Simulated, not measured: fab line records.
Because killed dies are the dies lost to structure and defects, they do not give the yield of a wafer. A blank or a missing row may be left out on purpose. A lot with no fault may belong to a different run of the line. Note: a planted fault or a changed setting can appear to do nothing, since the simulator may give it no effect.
What tool caused it? || flow ritCmos || 15 lots, 45 wafers sampled, at 4 steps of a route of 202

== WHAT THE GAUGES READ, wafer by wafer ==
RIT_NRETRO_TW_MEAS_10. Usual: NRETRO_TW gives 1048 (standard deviation 5.5).
{"lot": "L488", "measured": "day 2 11:43", "on": "filmMetro-03", "NRETRO_TW": "1031 1042 1043", "flag": ""}
{"lot": "L489", "measured": "day 2 16:16", "on": "filmMetro-02", "NRETRO_TW": "1049 1040 1049", "flag": ""}
{"lot": "L490", "measured": "day 2 21:21", "on": "filmMetro-04", "NRETRO_TW": "1048 1053 1055", "flag": ""}
{"lot": "L493", "measured": "day 3 13:59", "on": "filmMetro-04", "NRETRO_TW": "1041 1044 1038", "flag": ""}
{"lot": "L494", "measured": "day 3 16:50", "on": "filmMetro-03", "NRETRO_TW": "1043 1040 1046", "flag": ""}
{"lot": "L495", "measured": "day 4 01:05", "on": "filmMetro-03", "NRETRO_TW": "1050 1057 1049", "flag": ""}
{"lot": "L496", "measured": "day 4 05:02", "on": "filmMetro-02", "NRETRO_TW": "1051 1048 1051", "flag": ""}
{"lot": "L497", "measured": "day 4 09:52", "on": "filmMetro-03", "NRETRO_TW": "1044 1055 1047", "flag": ""}
{"lot": "L498", "measured": "day 4 15:37", "on": "filmMetro-03", "NRETRO_TW": "1049 1054 1050", "flag": ""}
{"lot": "L499", "measured": "day 4 21:40", "on": "filmMetro-02", "NRETRO_TW": "1056 1053 1059", "flag": ""}
{"lot": "L500", "measured": "day 4 22:32", "on": "filmMetro-02", "NRETRO_TW": "1057 1053 1055", "flag": ""}
{"lot": "L501", "measured": "day 5 07:06", "on": "filmMetro-03", "NRETRO_TW": "1050 1046 1049", "flag": ""}
{"lot": "L503", "measured": "day 5 18:05", "on": "filmMetro-03", "NRETRO_TW": "1048 1047 1044", "flag": ""}
{"lot": "L504", "measured": "day 5 22:25", "on": "filmMetro-03", "NRETRO_TW": "1054 1054 1044", "flag": ""}
{"lot": "L509", "measured": "day 6 23:30", "on": "filmMetro-02", "NRETRO_TW": "1050 1051 1052", "flag": ""}

RIT_PSD_TW_MEAS_10. Usual: PSD_TW gives 3412 (standard deviation 14).
{"lot": "L488", "measured": "day 3 07:23", "on": "filmMetro-04", "PSD_TW": "3415 3419 3415", "flag": ""}
{"lot": "L489", "measured": "day 3 11:28", "on": "filmMetro-03", "PSD_TW": "3408 3402 3393", "flag": ""}
{"lot": "L490", "measured": "day 3 15:34", "on": "filmMetro-04", "PSD_TW": "3425 3424 3408", "flag": ""}
{"lot": "L493", "measured": "day 4 10:29", "on": "filmMetro-03", "PSD_TW": "3428 3421 3407", "flag": ""}
{"lot": "L494", "measured": "day 4 13:56", "on": "filmMetro-04", "PSD_TW": "3414 3426 3432", "flag": ""}
{"lot": "L495", "measured": "day 4 22:12", "on": "filmMetro-03", "PSD_TW": "3414 3432 3430", "flag": ""}
{"lot": "L496", "measured": "day 4 23:31", "on": "filmMetro-04", "PSD_TW": "3405 3419 3416", "flag": ""}
{"lot": "L497", "measured": "day 5 09:49", "on": "filmMetro-04", "PSD_TW": "3383 3399 3401", "flag": ""}
{"lot": "L498", "measured": "day 5 13:47", "on": "filmMetro-04", "PSD_TW": "3397 3403 3404", "flag": ""}
{"lot": "L499", "measured": "day 5 17:49", "on": "filmMetro-03", "PSD_TW": "3425 3430 3428", "flag": ""}
{"lot": "L500", "measured": "day 5 19:50", "on": "filmMetro-03", "PSD_TW": "3420 3425 3417", "flag": ""}
{"lot": "L501", "measured": "day 6 04:29", "on": "filmMetro-02", "PSD_TW": "3420 3435 3440", "flag": ""}
{"lot": "L503", "measured": "day 6 16:48", "on": "filmMetro-04", "PSD_TW": "3412 3415 3387", "flag": ""}
{"lot": "L504", "measured": "day 6 19:10", "on": "filmMetro-03", "PSD_TW": "3412 3416 3415", "flag": ""}
{"lot": "L509", "measured": "day 7 19:38", "on": "filmMetro-04", "PSD_TW": "3384 3381 3395", "flag": ""}

== EACH LOT AND THE TOOL THAT RAN IT (in order: tool; ch and the chambers of the sampled wafers; start) ==
{"lot": "L488", "RIT_PWELL_COAT_01": "lithoTrack-01 ch 0, day 2 03:23", "RIT_GATE_STRIP_20": "plasmaAsher-03 ch 0,1, day 2 19:41"}
{"lot": "L489", "RIT_PWELL_COAT_01": "lithoTrack-04 ch 0, day 2 07:56", "RIT_GATE_STRIP_20": "plasmaAsher-01 ch 0,1, day 2 22:49"}
{"lot": "L490", "RIT_PWELL_COAT_01": "lithoTrack-02 ch 0, day 2 12:16", "RIT_GATE_STRIP_20": "plasmaAsher-01 ch 0,1, day 3 03:54"}
{"lot": "L493", "RIT_PWELL_COAT_01": "lithoTrack-04 ch 0, day 3 05:41", "RIT_GATE_STRIP_20": "plasmaAsher-01 ch 0,1, day 3 20:47"}
{"lot": "L494", "RIT_PWELL_COAT_01": "lithoTrack-04 ch 0, day 3 08:23", "RIT_GATE_STRIP_20": "plasmaAsher-03 ch 0,1, day 4 02:02"}
{"lot": "L495", "RIT_PWELL_COAT_01": "lithoTrack-01 ch 0, day 3 16:41", "RIT_GATE_STRIP_20": "plasmaAsher-01 ch 0,1, day 4 09:28"}
{"lot": "L496", "RIT_PWELL_COAT_01": "lithoTrack-02 ch 0, day 3 19:20", "RIT_GATE_STRIP_20": "plasmaAsher-02 ch 0,1, day 4 11:35"}
{"lot": "L497", "RIT_PWELL_COAT_01": "lithoTrack-01 ch 0, day 4 01:33", "RIT_GATE_STRIP_20": "plasmaAsher-01 ch 0,1, day 4 18:41"}
{"lot": "L498", "RIT_PWELL_COAT_01": "lithoTrack-02 ch 0, day 4 07:20", "RIT_GATE_STRIP_20": "plasmaAsher-02 ch 0,1, day 5 01:56"}
{"lot": "L499", "RIT_PWELL_COAT_01": "lithoTrack-04 ch 0, day 4 11:46", "RIT_GATE_STRIP_20": "plasmaAsher-02 ch 0,1, day 5 05:10"}
{"lot": "L500", "RIT_PWELL_COAT_01": "lithoTrack-01 ch 0, day 4 14:04", "RIT_GATE_STRIP_20": "plasmaAsher-01 ch 0,1, day 5 06:17"}
{"lot": "L501", "RIT_PWELL_COAT_01": "lithoTrack-01 ch 0, day 4 22:37", "RIT_GATE_STRIP_20": "plasmaAsher-01 ch 0,1, day 5 16:28"}
{"lot": "L503", "RIT_PWELL_COAT_01": "lithoTrack-01 ch 0, day 5 07:45", "RIT_GATE_STRIP_20": "plasmaAsher-02 ch 0,1, day 6 04:26"}
{"lot": "L504", "RIT_PWELL_COAT_01": "lithoTrack-01 ch 0, day 5 13:58", "RIT_GATE_STRIP_20": "plasmaAsher-01 ch 0,1, day 6 07:08"}
{"lot": "L509", "RIT_PWELL_COAT_01": "lithoTrack-04 ch 0, day 6 13:35", "RIT_GATE_STRIP_20": "plasmaAsher-02 ch 0,1, day 7 07:36"}
- RIT_PWELL_COAT_01: resist thk 1300 nm.
- RIT_GATE_STRIP_20: strips in O2, time 180 s.

== WHAT THE TOOLS THEMSELVES READ (means of the sampled wafers that have a number; where no wafer has one, the mark that the record gives instead) ==
RIT_PWELL_COAT_01. Usual: chillPlateTempC 22.96 C, standard deviation 0.1; resistLineTempC 23.01 C, standard deviation 0.11; spinSpeedRpm 2000.1 rpm, standard deviation 1.4.
{"lot": "L488", "tool": "lithoTrack-01", "chillPlateTempC (C)": 22.89, "resistLineTempC (C)": 22.99, "spinSpeedRpm (rpm)": 2000.8, "flag": ""}
{"lot": "L489", "tool": "lithoTrack-04", "chillPlateTempC (C)": 23.01, "resistLineTempC (C)": 22.93, "spinSpeedRpm (rpm)": 2000.5, "flag": ""}
{"lot": "L490", "tool": "lithoTrack-02", "chillPlateTempC (C)": 22.91, "resistLineTempC (C)": 23.11, "spinSpeedRpm (rpm)": 2001.6, "flag": ""}
{"lot": "L493", "tool": "lithoTrack-04", "chillPlateTempC (C)": 22.82, "resistLineTempC (C)": 23.10, "spinSpeedRpm (rpm)": 2000.7, "flag": ""}
{"lot": "L494", "tool": "lithoTrack-04", "chillPlateTempC (C)": 23.01, "resistLineTempC (C)": 23.09, "spinSpeedRpm (rpm)": 2000.7, "flag": ""}
{"lot": "L495", "tool": "lithoTrack-01", "chillPlateTempC (C)": 22.98, "resistLineTempC (C)": 23.04, "spinSpeedRpm (rpm)": 1998.3, "flag": ""}
{"lot": "L496", "tool": "lithoTrack-02", "chillPlateTempC (C)": 22.80, "resistLineTempC (C)": 22.94, "spinSpeedRpm (rpm)": 1998.8, "flag": ""}
{"lot": "L497", "tool": "lithoTrack-01", "chillPlateTempC (C)": 23.05, "resistLineTempC (C)": 22.84, "spinSpeedRpm (rpm)": 2002.0, "flag": ""}
{"lot": "L498", "tool": "lithoTrack-02", "chillPlateTempC (C)": 22.88, "resistLineTempC (C)": 22.92, "spinSpeedRpm (rpm)": 1999.4, "flag": ""}
{"lot": "L499", "tool": "lithoTrack-04", "chillPlateTempC (C)": 23.06, "resistLineTempC (C)": 23.02, "spinSpeedRpm (rpm)": 2000.6, "flag": ""}
{"lot": "L500", "tool": "lithoTrack-01", "chillPlateTempC (C)": 23.01, "resistLineTempC (C)": 23.02, "spinSpeedRpm (rpm)": 2000.8, "flag": ""}
{"lot": "L501", "tool": "lithoTrack-01", "chillPlateTempC (C)": 23.05, "resistLineTempC (C)": 23.07, "spinSpeedRpm (rpm)": 1957.8, "flag": "OFF"}
{"lot": "L503", "tool": "lithoTrack-01", "chillPlateTempC (C)": 22.93, "resistLineTempC (C)": 23.03, "spinSpeedRpm (rpm)": 1957.9, "flag": "OFF"}
{"lot": "L504", "tool": "lithoTrack-01", "chillPlateTempC (C)": 22.98, "resistLineTempC (C)": 22.95, "spinSpeedRpm (rpm)": 1956.4, "flag": "OFF"}
{"lot": "L509", "tool": "lithoTrack-04", "chillPlateTempC (C)": 22.95, "resistLineTempC (C)": 23.06, "spinSpeedRpm (rpm)": 2000.0, "flag": ""}

RIT_GATE_STRIP_20. Usual: drypumpMotorCurrentA at 6.0 A, with a standard deviation of 0.4.
{"lot": "L488", "tool": "plasmaAsher-03", "drypumpMotorCurrentA (A)": 5.7, "flag": ""}
{"lot": "L489", "tool": "plasmaAsher-01", "drypumpMotorCurrentA (A)": 6.1, "flag": ""}
{"lot": "L490", "tool": "plasmaAsher-01", "drypumpMotorCurrentA (A)": 6.1, "flag": ""}
{"lot": "L493", "tool": "plasmaAsher-01", "drypumpMotorCurrentA (A)": 6.0, "flag": ""}
{"lot": "L494", "tool": "plasmaAsher-03", "drypumpMotorCurrentA (A)": 5.6, "flag": ""}
{"lot": "L495", "tool": "plasmaAsher-01", "drypumpMotorCurrentA (A)": 6.0, "flag": ""}
{"lot": "L496", "tool": "plasmaAsher-02", "drypumpMotorCurrentA (A)": 6.0, "flag": ""}
{"lot": "L497", "tool": "plasmaAsher-01", "drypumpMotorCurrentA (A)": 6.1, "flag": ""}
{"lot": "L498", "tool": "plasmaAsher-02", "drypumpMotorCurrentA (A)": 6.0, "flag": ""}
{"lot": "L499", "tool": "plasmaAsher-02", "drypumpMotorCurrentA (A)": 6.3, "flag": ""}
{"lot": "L500", "tool": "plasmaAsher-01", "drypumpMotorCurrentA (A)": 6.2, "flag": ""}
{"lot": "L501", "tool": "plasmaAsher-01", "drypumpMotorCurrentA (A)": 6.0, "flag": ""}
{"lot": "L503", "tool": "plasmaAsher-02", "drypumpMotorCurrentA (A)": 6.0, "flag": ""}
{"lot": "L504", "tool": "plasmaAsher-01", "drypumpMotorCurrentA (A)": 6.0, "flag": ""}
{"lot": "L509", "tool": "plasmaAsher-02", "drypumpMotorCurrentA (A)": 6.3, "flag": ""}

== THE ANSWER, worked out from the rows above alone ==
Rule: take the mean of a lot's wafers that have a number; if it is more than 3 standard deviations from the usual mean, the lot is off. Also off: a lot with no number at a reading for which 4 or more lots have one. All remaining lots with rows at the step are treated as sound. Order of review: gauges by route order, followed by the tools' own readings, for which a lot's mean as printed above is used. The first step at which some lot is off is used, and at that step the reading that is off furthest; a lot without a number counts as furthest.
Off: L501, L503, L504, at RIT_PWELL_COAT_01 (spinSpeedRpm).
A tool fits if, at that step or a process step before it, it ran every lot that is off, and no sound lot after the first of them. One candidate fits, namely lithoTrack-01 at RIT_PWELL_COAT_01. Its last sound lot is L500 (day 4 14:04), its first lot that is off L501 (day 4 22:37): a fault that began between those two fits.
The tool's own readings at RIT_PWELL_COAT_01 bear it out: on the lots that are off they differ by more than 5 times the standard deviation of the sound lots' means. spinSpeedRpm reads 1957.4 rpm there against 2000.3 rpm on the sound lots.

== WHAT THE SIMULATOR PUT IN ==
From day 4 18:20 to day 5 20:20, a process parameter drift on lithoTrack-01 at RIT_PWELL_COAT_01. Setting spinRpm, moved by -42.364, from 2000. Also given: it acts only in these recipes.
Lots struck among those shown: L501, L503, L504. The rule above reached the same finding.
